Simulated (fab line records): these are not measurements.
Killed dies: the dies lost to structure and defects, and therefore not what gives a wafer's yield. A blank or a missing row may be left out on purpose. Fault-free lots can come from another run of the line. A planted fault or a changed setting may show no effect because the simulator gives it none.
fab line records / flow rit-cmos
record lots=15 wafers=45 last-day=7
route steps=202 shown GATE@89
lots untouched by any fault: they come from a run of this same line in which no faults occurred
start-h: hours from the record's opening day to when the first of the lot's shown wafers began / wait-h: hours from the lot's prior step to this one / " unchanged from the row above / L1.1+2: one row covering several wafers at once / - no value, or no start given / * or withheld: withheld / < > ~ a bound
route shown NAME@n: a module of which the file shows steps, and the number in the route of the first / usual: mean and standard deviation over wafers with no fault / same: alike in all rows / chamber/n: place in a boat / sites: the reading at each site / _std_site: their standard deviation / _edge_site: the outer-site mean with the inner-site mean subtracted / radius-mm: how far each site lies from the wafer's centre / mask NAME#n: copy n / behind: the most recent tool/chamber to have shaped the wafer / hold: the reason the lot was held/the length of the hold in hours/how it ended / device: names the non-switching transistor (n, p or np) / end of line: the tests these same wafers got at the end of their route / step lacking rows: just its recipe / killed: count of dies lost to structure and defects at first sort (not the wafer's yield) / map: a wafer's dies, x killed, . not, _ none there
set.NAME: the setting the step ran with; set.NAME@STEP: the setting that earlier step ran with / model.NAME: the simulator's own value behind a step, which no gauge read
one table for each step of the route and one row for each wafer, over a sample of lots
services: when a tool's chamber went out of use (start-h, in hours from the record's first day, below 0 if earlier), for how many hours, and the reason
## steps
# step RIT_GATE_EXPOSE_13
# recipe mask-id=M6 na=0.6 source-shape=conventional sigma-outer=0.6 target-cd-nm=150 dose-mj=380
lot.wafer=L872.2+5+6 tool=iline-stepper-02 chamber=0 start-h=42.20 wait-h=0.2 mask=M6#0
lot.wafer=L873.1+2+6 tool=iline-stepper-01 chamber=0 start-h=44.62 wait-h=0.2 mask=M6#0
lot.wafer=L874.2+4+5 tool=iline-stepper-01 chamber=0 start-h=50.31 wait-h=0.1 mask=M6#0
lot.wafer=L875.2+4+6 tool=iline-stepper-02 chamber=0 start-h=54.03 wait-h=0.2 mask=M6#0
lot.wafer=L876.1+4+6 tool=iline-stepper-01 chamber=0 start-h=59.62 wait-h=0.2 mask=M6#0
lot.wafer=L877.1+3+6 tool=iline-stepper-02 chamber=0 start-h=66.78 wait-h=0.2 mask=M6#0
lot.wafer=L878.3+4+6 tool=iline-stepper-02 chamber=0 start-h=70.41 wait-h=0.1 mask=M6#0
lot.wafer=L879.2+5+6 tool=iline-stepper-02 chamber=0 start-h=74.52 wait-h=0.1 mask=M6#0
lot.wafer=L880.1+3+6 tool=iline-stepper-02 chamber=0 start-h=82.78 wait-h=0.1 mask=M6#0
lot.wafer=L881.1+2+3 tool=iline-stepper-01 chamber=0 start-h=88.36 wait-h=0.2 mask=M6#0
lot.wafer=L882.3+4+5 tool=iline-stepper-01 chamber=0 start-h=91.15 wait-h=0.1 mask=M6#0
lot.wafer=L883.2+3+6 tool=iline-stepper-01 chamber=0 start-h=95.32 wait-h=0.1 mask=M6#0
lot.wafer=L885.2+3+4 tool=iline-stepper-02 chamber=0 start-h=102.77 wait-h=0.2 mask=M6#0
lot.wafer=L887.1+2+6 tool=iline-stepper-02 chamber=0 start-h=115.18 wait-h=0.2 mask=M6#0
lot.wafer=L894.2+4+6 tool=iline-stepper-01 chamber=0 start-h=150.15 wait-h=0.2 mask=M6#0
# step RIT_GATE_OVL_MEAS_17
# usual GATE_OVL=-0.9/1.4
lot.wafer=L872.2 tool=overlay-01 chamber=- start-h=42.92 wait-h=0.1 GATE_OVL[nm]=-1.8
lot.wafer=L872.5 tool=overlay-01 chamber=- start-h=42.92 wait-h=0.1 GATE_OVL[nm]=-2.5
lot.wafer=L872.6 tool=overlay-01 chamber=- start-h=42.92 wait-h=0.1 GATE_OVL[nm]=0.0
lot.wafer=L873.1 tool=overlay-01 chamber=- start-h=45.13 wait-h=0.1 GATE_OVL[nm]=-2.4
lot.wafer=L873.2 tool=overlay-01 chamber=- start-h=45.13 wait-h=0.1 GATE_OVL[nm]=-0.1
lot.wafer=L873.6 tool=overlay-01 chamber=- start-h=45.13 wait-h=0.1 GATE_OVL[nm]=-0.3
lot.wafer=L874.2 tool=overlay-01 chamber=- start-h=50.83 wait-h=0.1 GATE_OVL[nm]=-1.1
lot.wafer=L874.4 tool=overlay-01 chamber=- start-h=50.83 wait-h=0.1 GATE_OVL[nm]=-0.4
lot.wafer=L874.5 tool=overlay-01 chamber=- start-h=50.83 wait-h=0.1 GATE_OVL[nm]=0.4
lot.wafer=L875.2 tool=overlay-01 chamber=- start-h=54.54 wait-h=0.1 GATE_OVL[nm]=-0.1
lot.wafer=L875.4 tool=overlay-01 chamber=- start-h=54.54 wait-h=0.1 GATE_OVL[nm]=-0.3
lot.wafer=L875.6 tool=overlay-01 chamber=- start-h=54.54 wait-h=0.1 GATE_OVL[nm]=0.5
lot.wafer=L876.1 tool=overlay-01 chamber=- start-h=60.13 wait-h=0.1 GATE_OVL[nm]=1.1
lot.wafer=L876.4 tool=overlay-01 chamber=- start-h=60.13 wait-h=0.1 GATE_OVL[nm]=-1.9
lot.wafer=L876.6 tool=overlay-01 chamber=- start-h=60.13 wait-h=0.1 GATE_OVL[nm]=2.4
lot.wafer=L877.1 tool=overlay-01 chamber=- start-h=67.30 wait-h=0.1 GATE_OVL[nm]=-3.0
lot.wafer=L877.3 tool=overlay-01 chamber=- start-h=67.30 wait-h=0.1 GATE_OVL[nm]=-2.3
lot.wafer=L877.6 tool=overlay-01 chamber=- start-h=67.30 wait-h=0.1 GATE_OVL[nm]=-2.1
lot.wafer=L878.3 tool=overlay-01 chamber=- start-h=70.90 wait-h=0.1 GATE_OVL[nm]=0.5
lot.wafer=L878.4 tool=overlay-01 chamber=- start-h=70.90 wait-h=0.1 GATE_OVL[nm]=-0.8
lot.wafer=L878.6 tool=overlay-01 chamber=- start-h=70.90 wait-h=0.1 GATE_OVL[nm]=0.7
lot.wafer=L879.2 tool=overlay-02 chamber=- start-h=75.11 wait-h=0.1 GATE_OVL[nm]=129.3
lot.wafer=L879.5 tool=overlay-02 chamber=- start-h=75.11 wait-h=0.1 GATE_OVL[nm]=128.3
lot.wafer=L879.6 tool=overlay-02 chamber=- start-h=75.11 wait-h=0.1 GATE_OVL[nm]=129.3
lot.wafer=L880.1 tool=overlay-01 chamber=- start-h=83.30 wait-h=0.1 GATE_OVL[nm]=126.6
lot.wafer=L880.3 tool=overlay-01 chamber=- start-h=83.30 wait-h=0.1 GATE_OVL[nm]=128.4
lot.wafer=L880.6 tool=overlay-01 chamber=- start-h=83.30 wait-h=0.1 GATE_OVL[nm]=128.8
lot.wafer=L881.1 tool=overlay-02 chamber=- start-h=88.87 wait-h=0.1 GATE_OVL[nm]=-1.0
lot.wafer=L881.2 tool=overlay-02 chamber=- start-h=88.87 wait-h=0.1 GATE_OVL[nm]=-2.0
lot.wafer=L881.3 tool=overlay-02 chamber=- start-h=88.87 wait-h=0.1 GATE_OVL[nm]=-1.6
lot.wafer=L882.3 tool=overlay-01 chamber=- start-h=91.65 wait-h=0.1 GATE_OVL[nm]=-2.2
lot.wafer=L882.4 tool=overlay-01 chamber=- start-h=91.65 wait-h=0.1 GATE_OVL[nm]=-3.6
lot.wafer=L882.5 tool=overlay-01 chamber=- start-h=91.65 wait-h=0.1 GATE_OVL[nm]=-0.8
lot.wafer=L883.2 tool=overlay-02 chamber=- start-h=95.83 wait-h=0.1 GATE_OVL[nm]=0.0
lot.wafer=L883.3 tool=overlay-02 chamber=- start-h=95.83 wait-h=0.1 GATE_OVL[nm]=0.2
lot.wafer=L883.6 tool=overlay-02 chamber=- start-h=95.83 wait-h=0.1 GATE_OVL[nm]=-0.4
lot.wafer=L885.2 tool=overlay-02 chamber=- start-h=103.28 wait-h=0.1 GATE_OVL[nm]=129.4
lot.wafer=L885.3 tool=overlay-02 chamber=- start-h=103.28 wait-h=0.1 GATE_OVL[nm]=128.0
lot.wafer=L885.4 tool=overlay-02 chamber=- start-h=103.28 wait-h=0.1 GATE_OVL[nm]=126.6
lot.wafer=L887.1 tool=overlay-02 chamber=- start-h=115.70 wait-h=0.1 GATE_OVL[nm]=129.8
lot.wafer=L887.2 tool=overlay-02 chamber=- start-h=115.70 wait-h=0.1 GATE_OVL[nm]=129.8
lot.wafer=L887.6 tool=overlay-02 chamber=- start-h=115.70 wait-h=0.1 GATE_OVL[nm]=131.7
lot.wafer=L894.2 tool=overlay-01 chamber=- start-h=150.77 wait-h=0.1 GATE_OVL[nm]=-1.4
lot.wafer=L894.4 tool=overlay-01 chamber=- start-h=150.77 wait-h=0.1 GATE_OVL[nm]=1.6
lot.wafer=L894.6 tool=overlay-01 chamber=- start-h=150.77 wait-h=0.1 GATE_OVL[nm]=1.6
## services
tool=iline-stepper-02 chamber=0 start-h=129.58 hours=- kind=calibration
## key
first-sign step=RIT_GATE_OVL_MEAS_17 reading=GATE_OVL direction=up sigmas=93 usual=-0.9 struck=128.8
effect none on later readings
met-at RIT_GATE_EXPOSE_13
struck-lots L879,L880,L885,L887
tester-left-out L879,L880,L885,L887
onset-between 70.41 74.52
fault kind=scanner-matching-overlay tool=iline-stepper-02 chamber=- onset-h=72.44 steps=RIT_GATE_EXPOSE_13 offset=130
# tester-left-out: of these lots the tester's yield and bins aren't shown, on N5 and GAA mostly nor the transistor test; their killed dies are dies lost to structure and defects alone, not to doping, threshold or leakage, so they don't give the yield
